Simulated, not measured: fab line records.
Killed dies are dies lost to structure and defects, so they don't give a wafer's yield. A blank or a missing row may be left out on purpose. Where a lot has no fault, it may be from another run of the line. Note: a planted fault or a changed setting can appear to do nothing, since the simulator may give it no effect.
A lot that was struck, set against a sound lot | flow rit-cmos | 20 out of 202 route steps
Sound: wafers L399.1, L399.2, L399.6. The struck wafers were L406.1, L406.2, L406.5. The cause is given at the end.
Per side, at each step with rows, come the tool, then ch with its chambers, and then its first start. Under that, the readings that differ: sound wafers | struck wafers | difference of the means | sigmas: that difference in standard deviations of wafers without a fault.
alike: a reading whose means differ by less than 2 such deviations, as well as words and numbers matching on both sides. not compared: withheld readings; readings where some wafer has no value; bounds like >300 that might hide an equal value; numbers whose values overlap and for which the record gives no deviation.
Wherever a step has rows on one side only, a row that says differs or no value, or a row with sigmas, the two part there. When numbers do not overlap yet have no deviation, they are printed without sigmas and do not part them. A reading that every wafer of one side lacks parts them only if that side has two wafers or more.

first, 2 steps without rows for these wafers: RIT_NWELL_HARDBAKE_07 (time 120 s); RIT_NWELL_IMPLANT_08.
RIT_NWELL_STRIP_09: strips in O2, time 180 s.
  sound on plasma-asher-01 ch 0,1, day 3 05:56; struck on plasma-asher-01 ch 0,1, day 4 15:22
  alike: drypump-motor-current-A
  not compared: rf-hours-counter-h
RIT_NWELL_TW_MEAS_10:
  sound: film-metro-02 at day 3 06:07; struck: film-metro-04 at day 4 15:32
  alike: NWELL_TW
then, 6 steps without rows for these wafers: RIT_PWELL_HMDS_00 (prime time 60 s); RIT_PWELL_COAT_01 (resist thk 1300 nm); RIT_PWELL_SOFTBAKE_02 (time 58.85 s); RIT_PWELL_EXPOSE_03 (exposes mask M3, target cd 43700 nm); RIT_PWELL_PEB_04; RIT_PWELL_DEVELOP_05 (develop time 68 s).
RIT_PWELL_OVL_MEAS_06:
  sound: overlay-02 at day 3 07:03; struck: overlay-01 at day 4 16:36
  alike: PWELL_OVL
then, 1 step without rows for these wafers: RIT_PWELL_HARDBAKE_07 (time 120 s).
RIT_PWELL_IMPLANT_08:
  sound on implanter-02 ch 0, day 3 07:34; struck on implanter-02 ch 0, day 4 16:53
  reading                   | sound                | struck               | difference | sigmas
  beam-energy-keV           | 170.00 169.97 170.05 | 220.96 221.01 220.95 | +50.97     | +99 or more
  model.implant.rp-nm (nm)  | 491.4 491.4 491.4    | 579.8 579.8 579.8    | +88.4      |
  model.implant.drp-nm (nm) | 102.9 102.9 102.9    | 111.6 111.6 111.6    | +8.7       |
  alike: tilt-deg
RIT_PWELL_STRIP_09: strips in O2, time 180 s.
  sound on plasma-asher-04 ch 0,1, day 3 07:43; struck on plasma-asher-01 ch 0,1, day 4 17:02
  alike: drypump-motor-current-A
  not compared: rf-hours-counter-h
RIT_PWELL_TW_MEAS_10:
  sound: film-metro-04 at day 3 07:53; struck: film-metro-02 at day 4 17:13
  reading  | sound       | struck      | difference | sigmas
  PWELL_TW | 946 943 946 | 961 963 958 | +16        | +2
then, 1 step without rows for these wafers: RIT_WELLDRIVE_ANNEAL_00 (time 14700 s).
RIT_WELLDRIVE_RS_MEAS_01: measures by four-point-probe.
  sound: film-metro-02 at day 3 14:44; struck: film-metro-01 at day 4 23:00
  reading           | sound             | struck            | difference | sigmas
  NWELL_RS (ohm/sq) | 276.6 276.7 276.3 | 274.6 275.1 274.9 | -1.7       | -2
RIT_WELLDRIVE_RS_MEAS_02: measures by four-point-probe.
  sound: film-metro-02 at day 3 14:52; struck: film-metro-01 at day 4 23:07
  reading           | sound             | struck            | difference | sigmas
  PWELL_RS (ohm/sq) | 428.8 428.9 427.8 | 417.7 417.4 417.7 | -10.9      | -9
then, 1 step without rows for these wafers: RIT_NRETRO_HMDS_00 (prime time 60 s).
RIT_M1_PROBE_99:
  sound: prober-02 at day 4 19:45; struck: prober-01 at day 6 08:45
  reading                             | sound             | struck            | difference | sigmas
  model.etest.nmos-turned.drive-ua-um | 353.1 363.2 352.2 | 346.7 340.5 348.5 | -10.9      |
  model.etest.nmos_0p15.drive-ua-um   | 495.2 503.1 492.2 | 481.2 471.5 480.8 | -19.0      |
  model.etest.pwell-pinched.rs-ohm-sq | 445.9 451 455.4   | 440.7 438.9 442.2 | -10.2      |
  model.etest.pwell.rs-ohm-sq         | 411.7 412.9 412.9 | 399 395.4 407.5   | -12        |
  model.etest.field-n.vt-v (V)        | 35.47 35.72 35.76 | 33.5 33.68 34.03  | -1.9       |
  alike: killed-at-contacts, killed-at-front-end, killed-dies, killed-open, killed-short
  not compared: model.etest.nmos_0p3.r-on-ohm-um, model.etest.nmos_0p3.drive-ua-um, model.etest.nmos-narrow.drive-ua-um

WHERE THEY PART
First at RIT_PWELL_IMPLANT_08; last, within this record, at RIT_WELLDRIVE_RS_MEAS_02. Later steps at which nothing parts them and some readings are alike: RIT_M1_PROBE_99.

WHY: whatever the simulator had introduced
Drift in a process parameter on implanter-02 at RIT_PWELL_IMPLANT_08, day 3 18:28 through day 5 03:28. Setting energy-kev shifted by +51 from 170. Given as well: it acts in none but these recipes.
